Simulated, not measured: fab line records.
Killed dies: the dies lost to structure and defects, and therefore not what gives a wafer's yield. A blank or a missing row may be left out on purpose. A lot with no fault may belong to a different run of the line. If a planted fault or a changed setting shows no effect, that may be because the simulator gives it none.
Split-lot trial :: flow rit cmos :: 23 wafers read from 5 lots, route of 202 steps

== SPLIT DETAILS ==
At RIT_PLDD_IMPLANT_08, the setting energy kev was moved away from the recipe's 20 on 9 of the 23 wafers read, by -5.6% to -3.0%. The other wafers ran this setting at the recipe's value.

== THE PATH FROM SPLIT TO READING: the file shows 1 step between them ==
- RIT_PLDD_STRIP_09: strips in O2, time 180 s

== THE READING ==
PLDD_TW, at RIT_PLDD_TW_MEAS_10. A value of 2336 with a standard deviation of 14 is what fault-free wafers of this fab line usually give.

wafer: L076.1
tool, chamber at the split: implanter-02, 0
energy kev as run: 20
against the recipe: recipe
PLDD_TW: 2361
against lot-mates on the recipe: -

wafer: L076.3
tool, chamber at the split: implanter-02, 0
energy kev as run: 20
against the recipe: recipe
PLDD_TW: 2350
against lot-mates on the recipe: -

wafer: L076.6
tool, chamber at the split: implanter-02, 0
energy kev as run: 20
against the recipe: recipe
PLDD_TW: 2354
against lot-mates on the recipe: -

wafer: L077.1
tool, chamber at the split: implanter-02, 0
energy kev as run: 19.4
against the recipe: -3.0%
PLDD_TW: 2305
against lot-mates on the recipe: -18

wafer: L077.2
tool, chamber at the split: implanter-02, 0
energy kev as run: 20
against the recipe: recipe
PLDD_TW: 2328
against lot-mates on the recipe: -

wafer: L077.3
tool, chamber at the split: implanter-02, 0
energy kev as run: 19.4
against the recipe: -3.0%
PLDD_TW: 2305
against lot-mates on the recipe: -18

wafer: L077.5
tool, chamber at the split: implanter-02, 0
energy kev as run: 20
against the recipe: recipe
PLDD_TW: 2322
against lot-mates on the recipe: -

wafer: L077.6
tool, chamber at the split: implanter-02, 0
energy kev as run: 20
against the recipe: recipe
PLDD_TW: 2319
against lot-mates on the recipe: -

wafer: L081.1
tool, chamber at the split: implanter-01, 0
energy kev as run: 18.87
against the recipe: -5.6%
PLDD_TW: 2267
against lot-mates on the recipe: -50

wafer: L081.2
tool, chamber at the split: implanter-01, 0
energy kev as run: 20
against the recipe: recipe
PLDD_TW: 2324
against lot-mates on the recipe: -

wafer: L081.3
tool, chamber at the split: implanter-01, 0
energy kev as run: 18.87
against the recipe: -5.6%
PLDD_TW: 2261
against lot-mates on the recipe: -56

wafer: L081.4
tool, chamber at the split: implanter-01, 0
energy kev as run: 20
against the recipe: recipe
PLDD_TW: 2310
against lot-mates on the recipe: -

wafer: L081.6
tool, chamber at the split: implanter-01, 0
energy kev as run: 20
against the recipe: recipe
PLDD_TW: 2317
against lot-mates on the recipe: -

wafer: L082.2
tool, chamber at the split: implanter-02, 0
energy kev as run: 19.23
against the recipe: -3.8%
PLDD_TW: 2310
against lot-mates on the recipe: -28

wafer: L082.3
tool, chamber at the split: implanter-02, 0
energy kev as run: 19.23
against the recipe: -3.8%
PLDD_TW: 2324
against lot-mates on the recipe: -14

wafer: L082.4
tool, chamber at the split: implanter-02, 0
energy kev as run: 20
against the recipe: recipe
PLDD_TW: 2334
against lot-mates on the recipe: -

wafer: L082.5
tool, chamber at the split: implanter-02, 0
energy kev as run: 20
against the recipe: recipe
PLDD_TW: 2334
against lot-mates on the recipe: -

wafer: L082.6
tool, chamber at the split: implanter-02, 0
energy kev as run: 20
against the recipe: recipe
PLDD_TW: 2347
against lot-mates on the recipe: -

wafer: L085.1
tool, chamber at the split: implanter-01, 0
energy kev as run: 19.14
against the recipe: -4.3%
PLDD_TW: 2305
against lot-mates on the recipe: -36

wafer: L085.3
tool, chamber at the split: implanter-01, 0
energy kev as run: 20
against the recipe: recipe
PLDD_TW: 2348
against lot-mates on the recipe: -

wafer: L085.4
tool, chamber at the split: implanter-01, 0
energy kev as run: 19.14
against the recipe: -4.3%
PLDD_TW: 2306
against lot-mates on the recipe: -36

wafer: L085.5
tool, chamber at the split: implanter-01, 0
energy kev as run: 19.14
against the recipe: -4.3%
PLDD_TW: 2312
against lot-mates on the recipe: -30

wafer: L085.6
tool, chamber at the split: implanter-01, 0
energy kev as run: 20
against the recipe: recipe
PLDD_TW: 2335
against lot-mates on the recipe: -

THE FIT
A straight line over all 23 wafers: PLDD_TW changes by +8.94 for each +1% of energy kev; r = +0.79; the points scatter about the line by 15.
The same after taking each lot's own level away (the mean of its wafers on the recipe; 23 wafers): +8 for each +1%; r = +0.94; scatter 6.6.
On that fit, the largest move of energy kev shifts the reading by 45.
From 2317.0 to 2355.0: that is the span of the lots' own levels, equal to 2.7 times the standard deviation above.
So the lot-to-lot level blurs the effect unless lot-mates are compared.
Check: with one of the wafers moved furthest among these (-5.6%) left out of the fit, the line predicts -43.1 for it against its lot-mates. It came out at -50 against them.

== FURTHER SPLITS ON THESE WAFERS ==
Note: prior to the reading, these wafers also went through further splits. Each is held against what the fit with the lots' levels taken away leaves over:
other split on the same wafers: RIT_ACTIVE_OXIDATION_01 ox time s
wafers away from the commonest value: 15
r with PLDD_TW (lot level and that fit taken away): +0.07

other split on the same wafers: RIT_ACTIVE_ETCH_13 over etch frac
wafers away from the commonest value: 9
r with PLDD_TW (lot level and that fit taken away): +0.13

other split on the same wafers: RIT_FOX1_OXIDATION_00 temp c
wafers away from the commonest value: 15
r with PLDD_TW (lot level and that fit taken away): +0.38

other split on the same wafers: RIT_NWELL_IMPLANT_08 dose cm2
wafers away from the commonest value: 8
r with PLDD_TW (lot level and that fit taken away): -0.12

other split on the same wafers: RIT_PWELL_COAT_01 spin rpm
wafers away from the commonest value: 10
r with PLDD_TW (lot level and that fit taken away): -0.11

other split on the same wafers: RIT_PWELL_HARDBAKE_07 temp c
wafers away from the commonest value: 9
r with PLDD_TW (lot level and that fit taken away): +0.52

other split on the same wafers: RIT_NRETRO_IMPLANT_08 dose cm2
wafers away from the commonest value: 11
r with PLDD_TW (lot level and that fit taken away): +0.04

other split on the same wafers: RIT_PRETRO_IMPLANT_08 dose cm2
wafers away from the commonest value: 4
r with PLDD_TW (lot level and that fit taken away): -0.32

other split on the same wafers: RIT_GATE_OXIDATION_05 ox time s
wafers away from the commonest value: 18
r with PLDD_TW (lot level and that fit taken away): -0.21

other split on the same wafers: RIT_NLDD_IMPLANT_08 energy kev
wafers away from the commonest value: 11
r with PLDD_TW (lot level and that fit taken away): +0.27

== THE WHOLE CHAIN: every reading that the file lists as answering this split, in the file's order ==
step: RIT_PLDD_IMPLANT_08
what it does: 
reading: implant.rp nm (the simulator's own value, which no gauge read)
change (the file's fit): +0.135 nm for each +1% of the setting
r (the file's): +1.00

step: RIT_PLDD_IMPLANT_08
what it does: 
reading: implant.drp nm (the simulator's own value, which no gauge read)
change (the file's fit): +0.069 nm for each +1% of the setting
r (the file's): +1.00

step: RIT_PLDD_TW_MEAS_10
what it does: 
reading: PLDD_TW
change (the file's fit): +7.82 for each +1% of the setting
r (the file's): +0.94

step: RIT_M1_PROBE_99
what it does: 
reading: etest.pldd.rs ohm sq (the simulator's own value, which no gauge read)
change (the file's fit): -10.5 for each +1% of the setting
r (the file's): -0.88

== THE FILE'S OWN FIT ==
PLDD_TW changes by +7.82 for each +1% of energy kev, r = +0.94.
